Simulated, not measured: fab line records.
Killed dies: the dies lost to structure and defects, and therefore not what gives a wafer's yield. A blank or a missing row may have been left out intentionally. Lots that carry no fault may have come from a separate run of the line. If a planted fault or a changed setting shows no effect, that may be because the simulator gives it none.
The tool behind it: which one? | flow berkeley cmos170 | 48 wafers from 16 lots sampled at 7 of the route's 331 steps

WHAT THE GAUGES SHOWED, per wafer
UCB170_NLDD_OVL_MEAS_07.
lot  | measured     | on         | NLDD_OVL (nm)
L625 | day 7 08:50  | overlay-02 | 5 5 6
L624 | day 7 09:17  | overlay-01 | -2 1 2
L628 | day 8 00:24  | overlay-02 | 7 5 2
L627 | day 8 01:43  | overlay-01 | -2 -2 7
L629 | day 8 02:04  | overlay-02 | 3 2 -4
L626 | day 8 02:18  | overlay-01 | 9 9 7
L632 | day 9 02:22  | overlay-02 | -4 -4 -1
L633 | day 9 02:36  | overlay-01 | -2 0 -1
L631 | day 9 03:05  | overlay-02 | 4 -4 3
L630 | day 9 03:22  | overlay-01 | 8 6 4
L634 | day 9 04:15  | overlay-01 | -3 -3 -3
L636 | day 9 07:34  | overlay-01 | 0 2 3
L637 | day 9 23:54  | overlay-01 | 7 8 6
L638 | day 10 08:11 | overlay-02 | -1 1 3
L640 | day 10 15:01 | overlay-01 | -3 -3 -2
L639 | day 10 15:11 | overlay-02 | 7 8 6

UCB170_PSD_CD_MEAS_06: target cd 1200 nm.
lot  | measured     | on        | cd nm (nm)
L625 | day 7 16:53  | cd sem-01 | 1196.2 1196.9 1197.7
L624 | day 7 16:58  | cd sem-02 | 1201.2 1200.3 1200.5
L628 | day 8 07:11  | cd sem-02 | 1201.9 1201.1 1202.0
L627 | day 8 07:26  | cd sem-02 | 1200.5 1199.8 1200.1
L629 | day 8 07:20  | cd sem-02 | 1201.7 1201.6 1198.8
L626 | day 8 07:37  | cd sem-02 | 1201.5 1202.1 1201.1
L632 | day 9 09:39  | cd sem-01 | 1198.0 1198.3 1197.4
L633 | day 9 10:10  | cd sem-01 | 1198.9 1199.8 1199.2
L631 | day 9 09:55  | cd sem-02 | 1200.1 1198.9 1198.6
L630 | day 9 10:44  | cd sem-01 | 1199.8 1199.2 1198.7
L634 | day 9 10:11  | cd sem-02 | 1202.3 1201.1 1201.2
L636 | day 9 16:00  | cd sem-01 | 1199.9 1198.6 1199.3
L637 | day 10 09:12 | cd sem-01 | 1199.3 1198.6 1198.1
L638 | day 10 16:50 | cd sem-01 | 1200.7 1202.4 1199.8
L640 | day 10 22:42 | cd sem-01 | 1200.2 1200.0 1201.5
L639 | day 10 22:35 | cd sem-02 | 1200.0 1199.7 1201.1

UCB170_PSD_TW_MEAS_10.
lot  | measured     | on            | PSD_TW
L625 | day 7 17:17  | film metro-03 | 2342 2342 2327
L624 | day 7 17:25  | film metro-04 | 2283 2275 2284
L628 | day 8 07:35  | film metro-01 | 2312 2308 2318
L627 | day 8 07:50  | film metro-04 | 2288 2283 2277
L629 | day 8 07:43  | film metro-01 | 2321 2296 2306
L626 | day 8 08:01  | film metro-01 | 2314 2307 2314
L632 | day 9 10:02  | film metro-04 | 2288 2301 2296
L633 | day 9 10:34  | film metro-04 | 2300 2290 2292
L631 | day 9 10:19  | film metro-01 | 2308 2309 2319
L630 | day 9 11:08  | film metro-04 | 2290 2289 2302
L634 | day 9 10:35  | film metro-01 | 2321 2335 2313
L636 | day 9 16:25  | film metro-04 | 2300 2306 2290
L637 | day 10 09:35 | film metro-04 | 3448 3439 3457
L638 | day 10 17:15 | film metro-03 | 3512 3507 3521
L640 | day 10 23:05 | film metro-01 | 3492 3487 3504
L639 | day 10 23:00 | film metro-04 | 3431 3450 3446

UCB170_SDANNEAL_RS_MEAS_02: a four-point-probe measurement.
lot  | measured     | on            | PSD_RS (ohm/sq)
L625 | day 7 23:49  | film metro-03 | 75.59 75.37 75.30
L624 | day 8 00:14  | film metro-04 | 75.73 75.57 75.44
L628 | day 8 11:15  | film metro-03 | 75.77 75.49 75.49
L627 | day 8 11:44  | film metro-03 | 75.63 76.07 75.76
L629 | day 8 11:31  | film metro-01 | 75.48 75.57 75.54
L626 | day 8 11:38  | film metro-04 | 75.24 75.28 75.39
L632 | day 9 13:12  | film metro-04 | 75.57 75.42 75.64
L633 | day 9 13:42  | film metro-01 | 76.41 76.20 75.98
L631 | day 9 13:43  | film metro-03 | 75.85 76.07 76.25
L630 | day 9 14:16  | film metro-01 | 75.45 75.13 75.22
L634 | day 9 13:54  | film metro-04 | 75.43 75.41 75.53
L636 | day 9 19:13  | film metro-04 | 75.24 75.07 75.48
L637 | day 10 15:08 | film metro-04 | 34.86 34.84 34.72
L638 | day 10 20:04 | film metro-01 | 35.01 34.97 35.02
L640 | day 11 02:25 | film metro-04 | 34.98 35.10 34.94
L639 | day 11 02:17 | film metro-01 | 34.98 35.02 35.03

WHAT TOOL EACH LOT RAN ON (gives the tool, then ch and the chambers of the sampled wafers, and finally the start)
lot  | UCB170_GATE_STRIP_16                 | UCB170_PSD_IMPLANT_08           | UCB170_PSD_STRIP_09
L625 | plasma asher-01 ch 0,1, day 7 05:35  | implanter-03 ch 0, day 7 17:04  | plasma asher-02 ch 0,1, day 7 17:11
L624 | plasma asher-02 ch 0,1, day 7 05:59  | implanter-03 ch 0, day 7 17:10  | plasma asher-03 ch 0,1, day 7 17:19
L628 | plasma asher-02 ch 0,1, day 7 18:49  | implanter-03 ch 0, day 8 07:20  | plasma asher-03 ch 0,1, day 8 07:29
L627 | plasma asher-03 ch 0,1, day 7 18:56  | implanter-01 ch 0, day 8 07:35  | plasma asher-04 ch 0,1, day 8 07:44
L629 | plasma asher-01 ch 0, day 7 19:11    | implanter-04 ch 0, day 8 07:29  | plasma asher-02 ch 1, day 8 07:37
L626 | plasma asher-03 ch 0,1, day 7 19:32  | implanter-03 ch 0, day 8 07:46  | plasma asher-03 ch 0,1, day 8 07:55
L632 | plasma asher-03 ch 0,1, day 8 20:10  | implanter-01 ch 0, day 9 09:49  | plasma asher-03 ch 0,1, day 9 09:56
L633 | plasma asher-01 ch 0,1, day 8 20:35  | implanter-04 ch 0, day 9 10:19  | plasma asher-04 ch 0,1, day 9 10:28
L631 | plasma asher-02 ch 0,1, day 8 20:42  | implanter-03 ch 0, day 9 10:05  | plasma asher-02 ch 0, day 9 10:13
L630 | plasma asher-01 ch 0,1, day 8 20:53  | implanter-04 ch 0, day 9 10:54  | plasma asher-03 ch 0,1, day 9 11:01
L634 | plasma asher-02 ch 0,1, day 8 21:01  | implanter-01 ch 0, day 9 10:20  | plasma asher-03 ch 0,1, day 9 10:29
L636 | plasma asher-03 ch 0,1, day 9 04:28  | implanter-01 ch 0, day 9 16:10  | plasma asher-02 ch 0,1, day 9 16:19
L637 | plasma asher-02 ch 0,1, day 9 20:22  | implanter-03 ch 0, day 10 09:22 | plasma asher-04 ch 0,1, day 10 09:29
L638 | plasma asher-02 ch 0,1, day 10 04:18 | implanter-03 ch 0, day 10 17:00 | plasma asher-04 ch 0,1, day 10 17:09
L640 | plasma asher-02 ch 0,1, day 10 10:51 | implanter-03 ch 0, day 10 22:52 | plasma asher-03 ch 0,1, day 10 22:59
L639 | plasma asher-03 ch 0,1, day 10 11:05 | implanter-04 ch 0, day 10 22:45 | plasma asher-02 ch 0,1, day 10 22:54
- UCB170_GATE_STRIP_16: strips in O2.
- UCB170_PSD_IMPLANT_08
- UCB170_PSD_STRIP_09: strips in O2.

WHAT THE TOOLS THEMSELVES READ (means of the sampled wafers that have a number; where no wafer has one, the mark that the record gives instead)
UCB170_GATE_STRIP_16.
lot  | tool            | drypump motor current A (A) | oes product au (a.u.)
L625 | plasma asher-01 | 6.3                         | 0.727
L624 | plasma asher-02 | 5.3                         | 0.726
L628 | plasma asher-02 | 5.0                         | 0.726
L627 | plasma asher-03 | 5.6                         | 0.726
L629 | plasma asher-01 | 6.5                         | 0.723
L626 | plasma asher-03 | 5.4                         | 0.723
L632 | plasma asher-03 | 5.4                         | 0.727
L633 | plasma asher-01 | 6.2                         | 0.722
L631 | plasma asher-02 | 5.1                         | 0.727
L630 | plasma asher-01 | 6.2                         | 0.723
L634 | plasma asher-02 | 5.0                         | 0.721
L636 | plasma asher-03 | 5.6                         | 0.726
L637 | plasma asher-02 | 5.3                         | 0.722
L638 | plasma asher-02 | 5.1                         | 0.724
L640 | plasma asher-02 | 5.0                         | 0.723
L639 | plasma asher-03 | 5.3                         | 0.721

UCB170_PSD_IMPLANT_08.
lot  | tool         | beam energy keV
L625 | implanter-03 | 20.009
L624 | implanter-03 | 19.990
L628 | implanter-03 | 20.011
L627 | implanter-01 | 20.003
L629 | implanter-04 | 19.994
L626 | implanter-03 | 20.007
L632 | implanter-01 | 19.997
L633 | implanter-04 | 20.001
L631 | implanter-03 | 20.007
L630 | implanter-04 | 19.997
L634 | implanter-01 | 19.998
L636 | implanter-01 | 19.999
L637 | implanter-03 | 20.006
L638 | implanter-03 | 19.994
L640 | implanter-03 | 19.997
L639 | implanter-04 | 20.010

UCB170_PSD_STRIP_09.
lot  | tool            | drypump motor current A (A) | oes product au (a.u.) | strip time to endpoint s (s)
L625 | plasma asher-02 | 5.3                         | 0.599                 | 29.48
L624 | plasma asher-03 | 5.3                         | 0.602                 | 29.38
L628 | plasma asher-03 | 5.6                         | 0.598                 | 29.42
L627 | plasma asher-04 | 6.0                         | 0.595                 | 29.29
L629 | plasma asher-02 | 4.7                         | 0.598                 | 29.41
L626 | plasma asher-03 | 5.6                         | 0.598                 | 29.37
L632 | plasma asher-03 | 5.3                         | 0.599                 | 29.38
L633 | plasma asher-04 | 5.8                         | 0.596                 | 29.45
L631 | plasma asher-02 | 5.6                         | 0.604                 | 29.33
L630 | plasma asher-03 | 5.3                         | 0.599                 | 29.40
L634 | plasma asher-03 | 5.3                         | 0.598                 | 29.32
L636 | plasma asher-02 | 5.2                         | 0.601                 | 29.38
L637 | plasma asher-04 | 5.8                         | 0.610                 | 28.75
L638 | plasma asher-04 | 5.9                         | 0.609                 | 28.59
L640 | plasma asher-03 | 5.3                         | 0.613                 | 28.65
L639 | plasma asher-02 | 5.0                         | 0.614                 | 28.69

THE ANSWER, worked out from the rows above alone
Rule: usual is defined by the lots themselves. The widest of any qualifying gaps counts: lots, ordered by their means at a reading, are off when they make up no more than a third of the lots, leave a main group of 4 or more, and stand apart from it by 3 or more times the standard deviation of that group's means. If all means in a main group match to the digits the tables above print for the reading, that group is not used. A lot without any number at a reading at which 4 lots or more have one is off too. The other lots that the step has rows for count as sound. First the gauges in route order, then the tools' own readings, where a lot's mean is used as printed above. At the first step where some lot is off, the reading lying furthest off is the one used; lots without a number count as furthest.
Off: L637, L638, L640, L639, at UCB170_PSD_TW_MEAS_10 (PSD_TW). Mean 2304 and standard deviation 16 in the main group.
A tool fits if, at a process step before that reading, it ran every lot that is off, and no sound lot after the first of them. The gauges at UCB170_PSD_TW_MEAS_10 aren't tried: what is off there is off at UCB170_PSD_STRIP_09 too, on other tools, and a gauge's error can't cause that. Of those tried, none fits.

WHAT THE SIMULATOR PUT IN
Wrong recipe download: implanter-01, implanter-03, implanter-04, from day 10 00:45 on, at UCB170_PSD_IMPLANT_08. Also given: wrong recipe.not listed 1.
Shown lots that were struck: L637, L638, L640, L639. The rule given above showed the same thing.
